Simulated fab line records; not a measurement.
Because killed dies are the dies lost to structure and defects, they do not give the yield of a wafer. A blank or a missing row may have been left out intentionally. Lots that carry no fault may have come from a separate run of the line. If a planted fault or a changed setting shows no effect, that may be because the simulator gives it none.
Which tool did it? ; flow berkeley cmos170 ; 15 lots with 45 wafers sampled at 5 steps, on a route of 331 steps

== WHAT THE GAUGES READ, wafer by wafer ==
UCB170_ACTIVE_OVL_MEAS_14.
lot;measured;on;ACTIVE_OVL (nm)
L300;day 4 05:52;overlay-02;0 -4 -3
L301;day 4 14:09;overlay-01;-1 2 2
L303;day 4 21:23;overlay-02;-3 -6 -8
L302;day 4 21:37;overlay-01;-2 -3 -12
L304;day 5 01:46;overlay-02;0 1 -1
L305;day 5 13:11;overlay-01;5 2 6
L306;day 5 13:28;overlay-02;7 1 -3
L307;day 5 13:35;overlay-01;-12 -14 -6
L314;day 6 20:21;overlay-02;2 9 12
L315;day 7 01:20;overlay-02;7 6 -3
L317;day 8 02:40;overlay-02;7 9 8
L319;day 8 02:56;overlay-01;1 3 2
L321;day 8 11:09;overlay-02;-16 -12 -9
L322;day 8 11:26;overlay-02;2 3 8
L323;day 8 18:58;overlay-01;2 -2 7

UCB170_PFIELD_OVL_MEAS_06.
lot;measured;on;PFIELD_OVL (nm)
L300;day 4 07:40;overlay-02;-5 -10 -10
L301;day 4 15:58;overlay-02;-1 -2 -6
L303;day 5 00:14;overlay-01;1 -3 -5
L302;day 5 00:23;overlay-02;-10 -2 -2
L304;day 5 06:14;overlay-01;-10 -3 -3
L305;day 5 14:48;overlay-01;-4 2 3
L306;day 5 15:14;overlay-01;-4 -4 -7
L307;day 5 15:28;overlay-02;-2 -3 4
L314;day 6 23:28;overlay-02;-5 1 -6
L315;day 7 03:24;overlay-02;-2 -10 -7
L317;day 8 04:49;overlay-02;-10 -7 -7
L319;day 8 05:07;overlay-01;-9 -9 -5
L321;day 8 12:41;overlay-02;1 -6 -5
L322;day 8 13:00;overlay-01;-7 -2 -10
L323;day 8 20:53;overlay-02;-8 -11 -13

UCB170_PFIELD_TW_MEAS_09.
lot;measured;on;PFIELD_TW
L300;day 4 07:58;film metro-02;610 613 616
L301;day 4 16:16;film metro-02;616 614 611
L303;day 5 00:31;film metro-03;600 603 599
L302;day 5 00:40;film metro-04;597 594 597
L304;day 5 06:32;film metro-02;616 615 621
L305;day 5 15:10;film metro-03;601 602 608
L306;day 5 15:32;film metro-02;613 618 615
L307;day 5 15:46;film metro-04;598 596 600
L314;day 6 23:46;film metro-02;611 612 614
L315;day 7 03:41;film metro-02;617 612 614
L317;day 8 05:06;film metro-04;601 601 603
L319;day 8 05:25;film metro-02;613 610 611
L321;day 8 12:59;film metro-04;600 599 597
L322;day 8 13:17;film metro-03;597 596 595
L323;day 8 21:12;film metro-02;615 613 613

UCB170_GATE_THK_MEAS_02.
lot;measured;on;GATE_OXIDE_THK (nm)
L300;day 5 14:59;film metro-01;6.52 6.55 6.53
L301;day 6 05:20;film metro-04;6.50 6.52 6.41
L303;day 6 09:34;film metro-04;7.09 7.04 7.08
L302;day 6 09:34;film metro-01;6.84 6.85 6.79
L304;day 6 12:25;film metro-01;7.07 7.02 7.01
L305;day 6 20:55;film metro-02;6.71 6.65 6.52
L306;day 6 20:56;film metro-04;6.59 6.56 6.58
L307;day 6 20:56;film metro-01;6.64 6.47 6.52
L314;day 8 08:37;film metro-04;6.41 6.44 6.42
L315;day 8 17:11;film metro-01;6.73 6.70 6.82
L317;day 9 15:05;film metro-02;6.61 6.50 6.52
L319;day 9 15:02;film metro-02;6.65 6.75 6.61
L321;day 9 21:24;film metro-01;6.49 6.56 6.55
L322;day 9 21:23;film metro-02;6.46 6.43 6.26
L323;day 10 04:26;film metro-01;6.55 6.32 6.44

== TOOL THAT RAN EACH LOT (tool first, then ch and the chambers of the sampled wafers, then the start) ==
lot;UCB170_GATE_OXIDATION_01
L300;furnace-03 ch 0, day 5 13:20
L301;furnace-04 ch 0, day 6 03:49
L303;furnace-04 ch 0, day 6 08:04
L302;furnace-04 ch 0, day 6 08:04
L304;furnace-04 ch 0, day 6 10:55
L305;furnace-03 ch 0, day 6 19:25
L306;furnace-03 ch 0, day 6 19:25
L307;furnace-03 ch 0, day 6 19:25
L314;furnace-02 ch 0, day 8 07:06
L315;furnace-03 ch 0, day 8 15:41
L317;furnace-02 ch 0, day 9 13:32
L319;furnace-02 ch 0, day 9 13:32
L321;furnace-04 ch 0, day 9 19:53
L322;furnace-04 ch 0, day 9 19:53
L323;furnace-03 ch 0, day 10 02:55
- UCB170_GATE_OXIDATION_01: target thk 6.6 nm, ox time 1800 s.

== AS READ BY THE TOOLS THEMSELVES (means over the sampled wafers that have a number; for cases with no such wafer, the mark the record gives instead) ==
UCB170_GATE_OXIDATION_01.
lot;tool;spike tc centre C (C);tube center temp C (C);tube_center_temp_C_max;zone power source pct (%)
L300;furnace-03;850.9;850;851.8;23.1
L301;furnace-04;852.6;850;852.0;24.6
L303;furnace-04;856.9;855;857.5;24.6
L302;furnace-04;856.9;855;856.9;25.0
L304;furnace-04;857.0;855;857.2;24.8
L305;furnace-03;851.3;850;852.2;23.3
L306;furnace-03;851.9;850;852.0;23.0
L307;furnace-03;850.3;850;852.3;23.0
L314;furnace-02;852.3;850;852.3;20.8
L315;furnace-03;851.2;850;852.0;23.2
L317;furnace-02;853.7;850;852.3;21.0
L319;furnace-02;852.7;850;852.0;20.8
L321;furnace-04;851.6;850;852.4;24.5
L322;furnace-04;851.8;850;852.5;24.5
L323;furnace-03;850.4;850;852.6;23.1

== THE ANSWER, worked out from the rows above alone ==
Rule: what is usual is taken from the lots themselves. The widest of any qualifying gaps counts: lots, ordered by their means at a reading, are off when they make up no more than a third of the lots, leave a main group of 4 or more, and stand apart from it by 3 or more times the standard deviation of that group's means. The tables above print the reading to a certain number of digits; a main group whose means all agree to those digits is not used. Also off: a lot with no number at a reading for which 4 or more lots have one. Where the step has rows for the other lots, those lots are counted as sound. After the gauges, taken in route order, come the tools' own readings; for these a lot's mean is taken, as printed above. The first step at which some lot is off is used, and at that step the reading that is off furthest; a lot without a number counts as furthest.
Off: L303, L302, L304, at UCB170_GATE_OXIDATION_01 (tube_center_temp_C_max). The main group has a mean of 852.2 with a standard deviation of 0.23.
If a tool, at that step or one of the process steps before it, ran each lot that is off and ran no sound lot following the first of them, it fits. None of those tried fits.

== WHAT THE SIMULATOR HAD PUT IN ==
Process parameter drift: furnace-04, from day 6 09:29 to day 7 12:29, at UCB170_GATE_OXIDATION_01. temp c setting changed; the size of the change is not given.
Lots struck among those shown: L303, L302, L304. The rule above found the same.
